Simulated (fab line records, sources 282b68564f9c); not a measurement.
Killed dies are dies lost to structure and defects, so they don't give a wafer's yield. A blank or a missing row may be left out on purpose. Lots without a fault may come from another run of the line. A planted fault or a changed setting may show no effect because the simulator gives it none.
A struck lot beside a sound one | flow rit_cmos | 23 steps out of a route of 202
Sound: wafers L715.1, L715.4, L715.6. Struck: wafers L723.3, L723.5, L723.6. The cause comes at the end.
At each step with rows: each side's tool, then ch and its chambers, then its first start. Under that, the readings that differ: sound wafers | struck wafers | difference of the means | sigmas: that difference in standard deviations of wafers without a fault.
alike: readings whose means differ by less than 2 such deviations, and words and numbers that are the same on both sides. not compared: withheld readings, readings that some wafer has no value for, bounds like >300 that may hide the same value, and numbers for which the record gives no deviation and whose values overlap.
The two part at a step that has a row with sigmas, a row that says differs or no value, or rows on one side only. Numbers that don't overlap but have no deviation are shown without sigmas and don't part them. A reading that every wafer of one side lacks parts them only if that side has two wafers or more.

RIT_CONTACT_CD_MEAS_08: target cd 1000 nm.
  sound on cd_sem-01, day 6 02:31; struck on cd_sem-02, day 7 20:01
  alike: cd_nm
RIT_CONTACT_OVL_MEAS_09:
  sound on overlay-01, day 6 02:38; struck on overlay-01, day 7 20:07
  alike: CONTACT_OVL
then, 1 step without rows for these wafers: RIT_CONTACT_HARDBAKE_10 (time 60 s).
RIT_CONTACT_ETCH_11: etches SiO2 in CHF3/CF4/Ar, stops on TiSi2, target depth 480 nm, time 320 s.
  sound on rie_diel-03 ch 1,2,3, day 6 02:49; struck on rie_diel-03 ch 0,1, day 7 20:17
  alike: cf4_flow_sccm, drypump_motor_current_A, oes_product_au, rf_fwd_power_W, throttle_valve_pct
  not compared: rf_hours_counter_h
RIT_CONTACT_STRIP_12: strips in O2, time 180 s.
  sound on plasma_asher-03 ch 1, day 6 03:01; struck on plasma_asher-01 ch 0,1, day 7 20:32
  alike: drypump_motor_current_A
  not compared: rf_hours_counter_h
RIT_CONTACT_CD_MEAS_90: target cd 1000 nm.
  sound on cd_sem-02, day 6 03:11; struck on cd_sem-02, day 7 20:41
  alike: cd_nm
then, 2 steps without rows for these wafers: RIT_CONTACT_CLEAN_13 (cleans in SC1, time 600 s); RIT_CONTACT_CLEAN_14 (cleans in SC2, time 600 s).
RIT_M1_SPUTTER_00: material Al, target thk 400 nm, time 500 s.
  sound on pvd_sputter-04, day 6 03:50; struck on pvd_sputter-02, day 7 21:08
  alike: throttle_valve_pct
RIT_M1_RS_MEAS_01: measures by four-point-probe.
  sound on film_metro-02, day 6 04:08; struck on film_metro-01, day 7 21:28
  alike: M1_AL_RS
RIT_M1_THK_MEAS_02: measures by xrf.
  sound on film_metro-02, day 6 04:15; struck on film_metro-01, day 7 21:34
  alike: M1_AL_THK
then, 1 step without rows for these wafers: RIT_M1_HMDS_03 (prime time 60 s).
RIT_M1_COAT_04: resist thk 1300 nm.
  sound on litho_track-02 ch 0, day 6 04:31; struck on litho_track-01 ch 0, day 7 21:52
  reading                                 | sound          | struck         | difference | sigmas
  model.NOVOLAK_of_M1_COAT_04.thk_nm (nm) | 1296 1299 1295 | 1227 1227 1225 | -70        |
then, 4 steps without rows for these wafers: RIT_M1_SOFTBAKE_05 (time 60 s); RIT_M1_EXPOSE_06 (exposes mask M12, target cd 2600 nm); RIT_M1_PEB_07; RIT_M1_DEVELOP_08 (develop time 68 s).
RIT_M1_CD_MEAS_09: target cd 2600 nm.
  sound on cd_sem-01, day 6 05:14; struck on cd_sem-02, day 7 22:35
  reading    | sound                | struck               | difference | sigmas
  cd_nm (nm) | 2600.1 2599.2 2597.8 | 2593.3 2595.0 2590.9 | -6.0       | -3
RIT_M1_OVL_MEAS_10:
  sound on overlay-02, day 6 05:22; struck on overlay-01, day 7 22:40
  alike: M1_OVL
then, 1 step without rows for these wafers: RIT_M1_HARDBAKE_11 (time 120 s).
RIT_M1_METAL_ETCH_12: etches Al in Cl2/BCl3, stops on SiO2, time 165 s, target depth 600 nm.
  sound on rie_metal-02 ch 1, day 6 05:39; struck on rie_metal-03 ch 0,1, day 7 23:00
  reading                                 | sound             | struck            | difference | sigmas
  mfc_cl2_sccm (sccm)                     | 60.17 60.25 60.11 | 59.89 59.63 59.90 | -0.37      | -2
  model.NOVOLAK_of_M1_COAT_04.thk_nm (nm) | 805.6 807.6 806   | 744.1 737 743.3   | -64.9      |
  alike: drypump_motor_current_A, oes_product_au, rf_fwd_power_W, throttle_valve_pct
  not compared: rf_hours_counter_h
then, 1 step without rows for these wafers: RIT_M1_STRIP_13 (strips in nmp, time 600 s).
RIT_M1_PROBE_99:
  sound on prober-02, day 6 08:40; struck on prober-02, day 8 02:05
  alike: defect_limited_yield, killed_at_contacts, killed_at_front_end, killed_dies, killed_on_rim, killed_open, killed_short, sort_bin_3_pad_short, sort_bin_5_function, sort_bin_6_memory, sort_n_pass, sort_yield_pct

WHERE THEY PART
First at RIT_M1_CD_MEAS_09; last, within this record, at RIT_M1_METAL_ETCH_12. Later steps at which nothing parts them and some readings are alike: RIT_M1_PROBE_99.

WHY: what the simulator had put in
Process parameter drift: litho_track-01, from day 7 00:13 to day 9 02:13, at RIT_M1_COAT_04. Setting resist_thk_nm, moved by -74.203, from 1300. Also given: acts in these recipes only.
